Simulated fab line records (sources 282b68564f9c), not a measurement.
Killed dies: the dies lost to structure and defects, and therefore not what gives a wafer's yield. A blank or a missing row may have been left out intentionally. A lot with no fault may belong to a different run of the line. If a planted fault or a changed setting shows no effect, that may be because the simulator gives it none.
fab line records | flow ritCmos
record: lots: 13 | wafers: 39 | lastDay: 7
route steps=202 shown NRETRO@63 GATE@89 CONTACT@168
lots untouched by any fault: they come from a run of this same line in which no faults occurred
startH: start of the lot's first displayed wafer, in hours after the record's first day | waitH: hours elapsed since this lot's preceding step | " the same as in the row above | L1.1+2: several wafers, shown together as one row | - no value present, or no start provided | * or withheld: withheld | < > ~ a bound
route shown NAME@n: NAME is a module with steps in the file, n the number in the route of the first one | usual: mean/standard deviation taken from wafers without a fault | same: alike in all rows | chamber/n: place in a boat | sites: per-site readings | _std_site: the standard deviation of these | _edge_site: inner sites' mean taken away from outer sites' mean | radiusMm: for every site, how far away it sits from the centre of the wafer | mask NAME#n: copy n | behind: the last tool/chamber to shape the wafer | hold: cause of the lot's hold/its duration in hours/its outcome | device: which transistor (n, p or np) failed to switch | end of line: at the end of the route, the tests of the same wafers | a step with no rows: only its recipe | killed: dies lost to structure and defects at the first sort, not the wafer's yield | map: dies across one wafer; x = killed, . = not, _ = none there
set.NAME: the setting the step ran with; set.NAME@STEP: the setting that earlier step ran with | model.NAME: the simulator's own value behind a step, which no gauge read
a sample of lots followed through the steps of the route, with each step as a table and each wafer as a row
services: when a tool's chamber went out of use (startH, in hours from the record's first day, below 0 if earlier), for how many hours, and the reason
== steps ==
step: RIT_NRETRO_TW_MEAS_10
usual: NRETRO_TW: 1048/8.8
lot.wafer | tool         | chamber | startH | waitH | NRETRO_TW
L570.1    | filmMetro-01 | -       | 30.76  | 0.1   | 1038
L570.5    | "            | -       | "      | "     | 1042
L570.6    | "            | -       | "      | "     | 1039
L571.2    | filmMetro-01 | -       | 36.94  | 0.1   | 1049
L571.3    | "            | -       | "      | "     | 1047
L571.4    | "            | -       | "      | "     | 1041
L574.1    | filmMetro-01 | -       | 51.27  | 0.1   | 1041
L574.2    | "            | -       | "      | "     | 1040
L574.4    | "            | -       | "      | "     | 1033
L576.1    | filmMetro-01 | -       | 64.33  | 0.1   | 1037
L576.2    | "            | -       | "      | "     | 1036
L576.6    | "            | -       | "      | "     | 1039
L577.1    | filmMetro-03 | -       | 65.53  | 0.1   | 1054
L577.3    | "            | -       | "      | "     | 1050
L577.5    | "            | -       | "      | "     | 1056
L578.1    | filmMetro-01 | -       | 70.53  | 0.1   | 1035
L578.2    | "            | -       | "      | "     | 1027
L578.3    | "            | -       | "      | "     | 1035
L579.2    | filmMetro-01 | -       | 75.47  | 0.1   | 1043
L579.3    | "            | -       | "      | "     | 1039
L579.6    | "            | -       | "      | "     | 1037
L581.1    | filmMetro-02 | -       | 85.73  | 0.1   | 1058
L581.3    | "            | -       | "      | "     | 1060
L581.6    | "            | -       | "      | "     | 1058
L582.1    | filmMetro-03 | -       | 89.95  | 0.1   | 1056
L582.2    | "            | -       | "      | "     | 1054
L582.3    | "            | -       | "      | "     | 1046
L584.2    | filmMetro-02 | -       | 100.49 | 0.1   | 1052
L584.3    | "            | -       | "      | "     | 1054
L584.4    | "            | -       | "      | "     | 1056
L585.1    | filmMetro-01 | -       | 104.39 | 0.1   | 1036
L585.3    | "            | -       | "      | "     | 1038
L585.4    | "            | -       | "      | "     | 1046
L592.1    | filmMetro-01 | -       | 140.57 | 0.1   | 1045
L592.2    | "            | -       | "      | "     | 1043
L592.4    | "            | -       | "      | "     | 1045
L593.1    | filmMetro-01 | -       | 144.73 | 0.1   | 1037
L593.4    | "            | -       | "      | "     | 1033
L593.5    | "            | -       | "      | "     | 1041
step: RIT_GATE_EXPOSE_13
recipe: maskId: M6 | na: 0.6 | sourceShape: conventional | sigmaOuter: 0.6 | targetCdNm: 150 | doseMj: 374.9
lot.wafer  | tool            | chamber | startH | waitH | mask
L570.1+5+6 | ilineStepper-02 | 0       | 37.27  | 0.1   | M6#0
L571.2+3+4 | ilineStepper-01 | 0       | 43.69  | 0.2   | M6#0
L574.1+2+4 | ilineStepper-02 | 0       | 57.13  | 0.2   | M6#0
L576.1+2+6 | ilineStepper-02 | 0       | 71.01  | 0.2   | M6#0
L577.1+3+5 | ilineStepper-01 | 0       | 72.46  | 0.2   | M6#0
L578.1+2+3 | ilineStepper-01 | 0       | 77.47  | 0.1   | M6#0
L579.2+3+6 | ilineStepper-01 | 0       | 82.42  | 0.1   | M6#0
L581.1+3+6 | ilineStepper-02 | 0       | 92.20  | 0.1   | M6#0
L582.1+2+3 | ilineStepper-01 | 0       | 97.10  | 0.2   | M6#0
L584.2+3+4 | ilineStepper-02 | 0       | 106.24 | 0.2   | M6_R1#0
L585.1+3+4 | ilineStepper-01 | 0       | 111.20 | 0.2   | M6#0
L592.1+2+4 | ilineStepper-02 | 0       | 146.37 | 0.1   | M6#0
L593.1+4+5 | ilineStepper-01 | 0       | 150.46 | 0.2   | M6#0
step: RIT_GATE_CD_MEAS_16
recipe: targetCdNm: 150
usual: cdNm: 150.6/2.4
lot.wafer | tool     | chamber | startH | waitH | cdNm
L570.1    | cdSem-02 | -       | 37.67  | -     | 147.2
L570.5    | "        | -       | "      | "     | 147.0
L570.6    | "        | -       | "      | "     | 150.1
L571.2    | cdSem-02 | -       | 44.09  | -     | 150.5
L571.3    | "        | -       | "      | "     | 151.7
L571.4    | "        | -       | "      | "     | 150.1
L574.1    | cdSem-02 | -       | 57.53  | -     | 147.6
L574.2    | "        | -       | "      | "     | 147.7
L574.4    | "        | -       | "      | "     | 148.4
L576.1    | cdSem-02 | -       | 71.41  | -     | 153.4
L576.2    | "        | -       | "      | "     | 151.4
L576.6    | "        | -       | "      | "     | 152.4
L577.1    | cdSem-02 | -       | 72.86  | -     | 150.6
L577.3    | "        | -       | "      | "     | 150.7
L577.5    | "        | -       | "      | "     | 152.5
L578.1    | cdSem-01 | -       | 77.87  | -     | 147.4
L578.2    | "        | -       | "      | "     | 148.5
L578.3    | "        | -       | "      | "     | 146.0
L579.2    | cdSem-01 | -       | 82.83  | -     | 150.5
L579.3    | "        | -       | "      | "     | 145.9
L579.6    | "        | -       | "      | "     | 150.9
L581.1    | cdSem-01 | -       | 92.60  | -     | 149.3
L581.3    | "        | -       | "      | "     | 150.7
L581.6    | "        | -       | "      | "     | 150.3
L582.1    | cdSem-01 | -       | 97.50  | -     | 156.1
L582.2    | "        | -       | "      | "     | 153.6
L582.3    | "        | -       | "      | "     | 153.3
L584.2    | cdSem-01 | -       | 106.64 | -     | 166.9
L584.3    | "        | -       | "      | "     | 166.2
L584.4    | "        | -       | "      | "     | 168.5
L585.1    | cdSem-01 | -       | 111.60 | -     | 154.8
L585.3    | "        | -       | "      | "     | 154.2
L585.4    | "        | -       | "      | "     | 155.3
L592.1    | cdSem-01 | -       | 146.77 | -     | 146.3
L592.2    | "        | -       | "      | "     | 147.4
L592.4    | "        | -       | "      | "     | 145.5
L593.1    | cdSem-02 | -       | 150.86 | -     | 152.1
L593.4    | "        | -       | "      | "     | 152.1
L593.5    | "        | -       | "      | "     | 151.9
step: RIT_CONTACT_CVD_00
recipe: material: SiO2 | targetThkNm: 400 | precursor: TEOS | tempC: 390 | timeS: 61 | rfW: 400
usual: heaterPowerW: 331/45
lot.wafer | tool     | chamber | startH | waitH | heaterPowerW
L570.1    | pecvd-03 | 2       | 51.38  | 0.1   | 312
L570.5    | "        | 1       | "      | "     | 305
L570.6    | "        | 2       | "      | "     | 313
L571.2    | pecvd-04 | 2       | 60.41  | 0.0   | 344
L571.3    | "        | 0       | "      | "     | 332
L571.4    | "        | 1       | "      | "     | 348
L574.1    | pecvd-04 | 2       | 72.57  | 0.1   | 320
L574.2    | "        | 0       | "      | "     | 318
L574.4    | "        | 0       | "      | "     | 326
L576.1    | pecvd-03 | 0       | 85.08  | 0.1   | 383
L576.2    | "        | 2       | "      | "     | 293
L576.6    | "        | 2       | "      | "     | 302
L577.1    | pecvd-04 | 1       | 87.08  | 0.1   | 336
L577.3    | "        | 2       | "      | "     | 304
L577.5    | "        | 0       | "      | "     | 291
L578.1    | pecvd-02 | 1       | 92.15  | 0.1   | 327
L578.2    | "        | 0       | "      | "     | 416
L578.3    | "        | 1       | "      | "     | 337
L579.2    | pecvd-03 | 2       | 97.10  | 0.0   | 307
L579.3    | "        | 1       | "      | "     | 298
L579.6    | "        | 1       | "      | "     | 313
L581.1    | pecvd-02 | 0       | 106.24 | 0.1   | 425
L581.3    | "        | 1       | "      | "     | 309
L581.6    | "        | 0       | "      | "     | 333
L582.1    | pecvd-03 | 2       | 111.37 | 0.1   | 269
L582.2    | "        | 1       | "      | "     | 316
L582.3    | "        | 0       | "      | "     | 333
L584.2    | pecvd-02 | 1       | 121.73 | 0.0   | 334
L584.3    | "        | 2       | "      | "     | 278
L584.4    | "        | 0       | "      | "     | 392
L585.1    | pecvd-03 | 1       | 127.11 | 0.1   | 299
L585.3    | "        | 2       | "      | "     | 272
L585.4    | "        | 0       | "      | "     | 364
L592.1    | pecvd-04 | 1       | 160.95 | 0.1   | 316
L592.2    | "        | 0       | "      | "     | 311
L592.4    | "        | 0       | "      | "     | 323
L593.1    | pecvd-02 | 1       | 166.49 | 0.1   | 353
L593.4    | "        | 2       | "      | "     | 278
L593.5    | "        | 1       | "      | "     | 360
step: RIT_CONTACT_STRIP_12
recipe: chemistry: O2 | timeS: 180 | resist: NOVOLAK | platenTempC: withheld | powerW: 500 | pressureMtorr: 4000 | o2FlowSccm: 4000
usual: drypumpMotorCurrentA: 6.0/0.47
lot.wafer | tool           | chamber | startH | waitH | drypumpMotorCurrentA | rfHoursCounterH
L570.1    | plasmaAsher-04 | 1       | 52.96  | 0.1   | 5.4                  | 41
L570.5    | "              | 1       | "      | "     | 5.4                  | -
L570.6    | "              | 0       | "      | "     | 5.8                  | -
L571.2    | plasmaAsher-01 | 1       | 62.14  | 0.1   | 6.4                  | 41
L571.3    | "              | 0       | "      | "     | 6.6                  | -
L571.4    | "              | 1       | "      | "     | 6.4                  | -
L574.1    | plasmaAsher-01 | 1       | 74.15  | 0.1   | 6.4                  | 42
L574.2    | "              | 0       | "      | "     | 6.6                  | 42
L574.4    | "              | 0       | "      | "     | 6.7                  | -
L576.1    | plasmaAsher-01 | 0       | 86.66  | 0.1   | 6.6                  | 43
L576.2    | "              | 1       | "      | "     | 6.4                  | 43
L576.6    | "              | 0       | "      | "     | 6.7                  | -
L577.1    | plasmaAsher-03 | 1       | 88.79  | 0.1   | 5.6                  | 45
L577.3    | "              | 1       | "      | "     | 5.6                  | -
L577.5    | "              | 0       | "      | "     | 6.3                  | -
L578.1    | plasmaAsher-04 | 0       | 93.87  | 0.1   | 5.8                  | 45
L578.2    | "              | 1       | "      | "     | 5.4                  | 45
L578.3    | "              | 1       | "      | "     | 5.4                  | -
L579.2    | plasmaAsher-03 | 1       | 98.68  | 0.1   | 5.6                  | 46
L579.3    | "              | 0       | "      | "     | 6.3                  | -
L579.6    | "              | 1       | "      | "     | 5.6                  | -
L581.1    | plasmaAsher-04 | 1       | 107.95 | 0.1   | 5.4                  | 47
L581.3    | "              | 1       | "      | "     | 5.4                  | -
L581.6    | "              | 1       | "      | "     | 5.4                  | -
L582.1    | plasmaAsher-04 | 1       | 113.05 | 0.1   | 5.4                  | 48
L582.2    | "              | 0       | "      | "     | 5.8                  | 48
L582.3    | "              | 1       | "      | "     | 5.4                  | -
L584.2    | plasmaAsher-04 | 1       | 123.31 | 0.1   | 5.4                  | 50
L584.3    | "              | 0       | "      | "     | 5.8                  | -
L584.4    | "              | 1       | "      | "     | 5.4                  | -
L585.1    | plasmaAsher-01 | 0       | 128.69 | 0.1   | 6.6                  | 49
L585.3    | "              | 1       | "      | "     | 6.4                  | -
L585.4    | "              | 0       | "      | "     | 6.6                  | -
L592.1    | plasmaAsher-03 | 1       | 162.59 | 0.1   | 5.6                  | 5
L592.2    | "              | 0       | "      | "     | 6.3                  | 5
L592.4    | "              | 1       | "      | "     | 5.6                  | -
L593.1    | plasmaAsher-04 | 1       | 168.07 | 0.1   | 5.4                  | 53
L593.4    | "              | 1       | "      | "     | 5.4                  | -
L593.5    | "              | 0       | "      | "     | 5.8                  | -
== services ==
tool            | chamber | startH | hours | kind
ilineStepper-01 | -       | 15.61  | 1.7   | pm
pecvd-02        | 1       | 18.83  | 13.0  | repair
ilineStepper-01 | 0       | 34.01  | -     | calibration
plasmaAsher-01  | -       | 46.11  | 1.4   | repair
plasmaAsher-03  | -       | 52.92  | 0.6   | repair
ilineStepper-02 | 0       | 63.35  | -     | calibration
ilineStepper-02 | -       | 63.47  | 1.7   | pm
ilineStepper-02 | -       | 74.89  | 2.1   | pm
plasmaAsher-01  | -       | 76.21  | 2.8   | pm
pecvd-02        | 2       | 76.28  | 21.2  | repair
ilineStepper-02 | -       | 76.97  | -     | consumableReplace:lamp
pecvd-04        | -       | 82.15  | 1.2   | repair
pecvd-02        | -       | 96.75  | 5.5   | pm
plasmaAsher-03  | -       | 108.80 | 9.0   | pm
plasmaAsher-03  | 0       | 108.80 | 9.0   | ventCycle
plasmaAsher-03  | 1       | 108.80 | 9.0   | ventCycle
plasmaAsher-03  | 0       | 117.80 | -     | clean
plasmaAsher-03  | 1       | 117.80 | -     | clean
plasmaAsher-04  | -       | 125.93 | 8.0   | repair
ilineStepper-01 | -       | 160.61 | 4.4   | pm
plasmaAsher-04  | -       | 160.90 | 2.3   | repair
plasmaAsher-01  | -       | 162.29 | 0.7   | repair
== key ==
firstSign: step: RIT_GATE_EXPOSE_13 | reading: mask | direction: changed
effect: step: RIT_GATE_CD_MEAS_16 | reading: cdNm | direction: up | sigmas: 6.8 | usual: 150.6 | struck: 167.2
metAt RIT_GATE_EXPOSE_13
struckLots L584
sortLeftOut L584.2,L584.3,L584.4
testerLeftOut L584
notActingAt RIT_NRETRO_TW_MEAS_10,RIT_CONTACT_CVD_00,RIT_CONTACT_STRIP_12
onsetBetween 92.20 106.24
fault: kind: wrongMask | tool: any | chamber: - | onsetH: 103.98 | steps: RIT_GATE_EXPOSE_13 | auxCopy: M6_R1#0 | cdOffsetNm: 15 | scope: struckLotsOnly
testerLeftOut: of these lots the tester's yield and bins aren't shown, on N5 and GAA mostly nor the transistor test; their killed dies are dies lost to structure and defects alone, not to doping, threshold or leakage, so they don't give the yield
sortLeftOut: the simulated sort isn't trusted on such a fault, so these wafers' sort isn't shown, and their yield isn't known
